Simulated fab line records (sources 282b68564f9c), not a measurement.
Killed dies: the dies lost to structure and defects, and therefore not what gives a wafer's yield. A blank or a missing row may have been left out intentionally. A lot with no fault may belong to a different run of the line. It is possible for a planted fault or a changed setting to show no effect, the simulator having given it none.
Which tool did it?	flow rit cmos	Sampling: 13 lots, 39 wafers, 5 of 202 route steps

WHAT EACH GAUGE READ, for each wafer
RIT_WELLDRIVE_RS_MEAS_02: measures by four-point-probe.
lot	measured	on	PWELL_RS (ohm/sq)
L770	day 2 08:19	film metro-03	429.9 428.7 429.3
L771	day 2 11:12	film metro-04	428.6 429.4 430.2
L772	day 2 14:41	film metro-03	431.6 431.2 430.6
L773	day 2 20:15	film metro-01	429.6 429.5 429.3
L774	day 3 01:47	film metro-03	430.8 430.7 430.6
L775	day 3 04:58	film metro-04	428.9 430.5 430.4
L776	day 3 12:06	film metro-04	429.1 429.9 430.5
L780	day 4 06:35	film metro-04	430.4 428.1 429.0
L783	day 4 22:21	film metro-04	429.8 430.9 430.3
L787	day 5 20:13	film metro-03	430.3 429.2 427.2
L789	day 6 04:56	film metro-04	427.9 427.7 428.4
L792	day 7 00:19	film metro-04	431.4 431.1 430.5
L793	day 7 18:25	film metro-01	426.8 427.3 426.9

RIT_REOX_THK_MEAS_04.
lot	measured	on	REOX_OXIDE_THK (nm)
L770	day 2 20:37	film metro-03	25.4 25.7 25.8
L771	day 2 22:53	film metro-03	24.9 24.7 24.6
L772	day 3 04:14	film metro-04	25.4 25.6 25.4
L773	day 3 09:24	film metro-04	25.1 24.7 24.6
L774	day 3 13:11	film metro-03	24.3 24.8 24.5
L775	day 3 17:08	film metro-01	26.0 25.6 25.9
L776	day 4 01:02	film metro-01	24.4 24.5 24.4
L780	day 4 19:28	film metro-04	25.7 25.2 25.4
L783	day 5 10:52	film metro-01	25.3 25.1 25.8
L787	day 6 18:04	film metro-04	24.9 24.8 24.7
L789	day 7 07:34	film metro-04	25.0 25.2 25.1
L792	day 8 04:01	film metro-04	24.7 24.9 24.8
L793	day 8 15:09	film metro-04	25.6 25.3 25.3

RIT_PLDD_TW_MEAS_10.
lot	measured	on	PLDD_TW
L770	day 2 23:38	film metro-02	2345 2342 2340
L771	day 3 01:55	film metro-01	2353 2326 2348
L772	day 3 07:13	film metro-04	2366 2369 2379
L773	day 3 12:23	film metro-02	2351 2350 2353
L774	day 3 16:08	film metro-01	2340 2332 2330
L775	day 3 20:07	film metro-02	2371 2349 2367
L776	day 4 04:22	film metro-01	2351 2346 2357
L780	day 4 22:28	film metro-02	30 30 30
L783	day 5 13:56	film metro-02	2367 2352 2370
L787	day 6 21:02	film metro-01	2369 2351 2342
L789	day 7 10:32	film metro-01	2352 2346 2345
L792	day 8 07:20	film metro-04	2351 2357 2370
L793	day 8 17:59	film metro-01	2335 2330 2353

RIT_NSD_OVL_MEAS_06.
lot	measured	on	NSD_OVL (nm)
L770	day 3 03:08	overlay-02	-1.1 0.3 1.3
L771	day 3 05:25	overlay-02	-0.4 0.1 0.0
L772	day 3 10:43	overlay-01	1.0 -1.2 0.2
L773	day 3 16:10	overlay-02	-0.8 0.7 0.6
L774	day 3 19:56	overlay-01	1.7 -0.4 3.2
L775	day 3 23:39	overlay-02	1.0 -0.1 1.0
L776	day 4 07:47	overlay-01	0.7 0.6 0.5
L780	day 5 03:25	overlay-02	1.3 0.8 0.8
L783	day 5 17:40	overlay-02	1.9 4.4 2.7
L787	day 7 00:34	overlay-01	0.8 1.5 -0.1
L789	day 7 14:05	overlay-01	-0.4 -0.9 -0.6
L792	day 8 13:04	overlay-02	-0.1 1.9 0.8
L793	day 8 21:46	overlay-02	1.4 1.3 1.4

TOOL THAT RAN EACH LOT (tool first, then ch and the chambers of the sampled wafers, then the start)
lot	RIT_NLDD_STRIP_09
L770	plasma asher-02 ch 0,1, day 2 21:55
L771	plasma asher-02 ch 1, day 3 00:19
L772	plasma asher-02 ch 0,1, day 3 05:32
L773	plasma asher-01 ch 0,1, day 3 10:39
L774	plasma asher-02 ch 0,1, day 3 14:32
L775	plasma asher-02 ch 0,1, day 3 18:25
L776	plasma asher-01 ch 0,1, day 4 02:26
L780	plasma asher-02 ch 0,1, day 4 20:52
L783	plasma asher-03 ch 0,1, day 5 12:22
L787	plasma asher-01 ch 0,1, day 6 19:21
L789	plasma asher-01 ch 0,1, day 7 08:49
L792	plasma asher-03 ch 0,1, day 8 05:37
L793	plasma asher-03 ch 0,1, day 8 16:23
- RIT_NLDD_STRIP_09: strips in O2, time 180 s.

AS READ BY THE TOOLS THEMSELVES (means over the sampled wafers that have a number; for cases with no such wafer, the mark the record gives instead)
RIT_NLDD_STRIP_09.
lot	tool	drypump motor current A (A)	o2 flow sccm (sccm)	run length s (s)
L770	plasma asher-02	5.7	3992	208.2
L771	plasma asher-02	5.4	4005	208.0
L772	plasma asher-02	5.7	3990	208.5
L773	plasma asher-01	5.4	4013	208.7
L774	plasma asher-02	6.1	4004	208.1
L775	plasma asher-02	6.1	3993	208.2
L776	plasma asher-01	5.6	4012	208.5
L780	plasma asher-02	5.7	4014	72.4
L783	plasma asher-03	6.2	4003	208.3
L787	plasma asher-01	5.4	4009	208.6
L789	plasma asher-01	5.6	3994	208.8
L792	plasma asher-03	6.2	4003	208.4
L793	plasma asher-03	6.2	3990	208.1

THE ANSWER, worked out from the rows above alone
Rule: what is usual is taken from the lots themselves. Put in order of their means at a reading, lots are off if they are a third of the lots or fewer, leave a main group of 4 or more, and stand apart from it by a gap of 3 or more times the standard deviation of the main group's means; of several such gaps the widest counts. A main group whose means are all the same, to the digits that the tables above print for the reading, isn't used. A lot without any number at a reading at which 4 lots or more have one is off too. The other lots that the step has rows for count as sound. Order of review: gauges by route order, followed by the tools' own readings, for which a lot's mean as printed above is used. At the first step where some lot is off, the reading lying furthest off is the one used; lots without a number count as furthest.
Off: L780, at RIT_PLDD_TW_MEAS_10 (PLDD_TW). For the main group the mean is 2352 and the standard deviation 11.
A tool fits if, at a process step before that reading, it ran every lot that is off, and no sound lot after the first of them. Not tried: the gauges at RIT_PLDD_TW_MEAS_10; whatever is off there is also off at RIT_NLDD_STRIP_09, on other tools, and gauge error can't account for it. One candidate fits, namely plasma asher-02 at RIT_NLDD_STRIP_09. A fault onset in the window from L775 (day 3 18:25, its last sound lot) to L780 (day 4 20:52, its first lot off) fits.
The tool's own readings at RIT_NLDD_STRIP_09 bear it out: on the lots that are off they differ by more than 5 times the standard deviation of the sound lots' means. run length s reads 72.4 s there against 208.4 s on the sound lots.

WHAT HAD BEEN PUT IN BY THE SIMULATOR
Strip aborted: plasma asher-02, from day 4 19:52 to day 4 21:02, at RIT_NLDD_STRIP_09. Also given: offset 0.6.
Struck lots among those shown: L780. The rule above reached the same finding.
